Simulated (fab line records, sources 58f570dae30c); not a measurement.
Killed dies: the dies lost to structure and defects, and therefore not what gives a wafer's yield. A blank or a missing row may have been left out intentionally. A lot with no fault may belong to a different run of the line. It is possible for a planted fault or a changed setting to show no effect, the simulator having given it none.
Which tool was responsible? ; flow berkeleyCmos170 ; at 1 step of a route of 331, 7 lots with 21 wafers sampled

WHAT EACH GAUGE READ, for each wafer
UCB170_WELLDRIVE_THK_MEAS_02.
lot;measured;on;WELLDRIVE_OXIDE_THK (nm)
L355;day 4 01:55;filmMetro-02;200 200 199
L363;day 5 15:40;filmMetro-04;195 194 196
L366;day 6 11:13;filmMetro-02;197 196 197
L369;day 6 22:59;filmMetro-02;194 193 191
L371;day 7 05:31;filmMetro-01;199 197 196
L375;day 8 06:22;filmMetro-04;192 195 193
L374;day 8 12:37;filmMetro-01;195 195 197

TOOL THAT RAN EACH LOT (tool first, then ch and the chambers of the sampled wafers, then the start)
The record holds no process step before these readings.

THE ANSWER, worked out from the rows above alone
Rule: the lots themselves supply what counts as usual. The widest of any qualifying gaps counts: lots, ordered by their means at a reading, are off when they make up no more than a third of the lots, leave a main group of 4 or more, and stand apart from it by 3 or more times the standard deviation of that group's means. A main group whose means are all the same, to the digits that the tables above print for the reading, isn't used. Also off: a lot with no number at a reading for which 4 or more lots have one. Any other lot the step has rows for is counted as sound.
None of the lots is off at any reading shown; this tells nothing.

WHAT THE SIMULATOR PUT IN
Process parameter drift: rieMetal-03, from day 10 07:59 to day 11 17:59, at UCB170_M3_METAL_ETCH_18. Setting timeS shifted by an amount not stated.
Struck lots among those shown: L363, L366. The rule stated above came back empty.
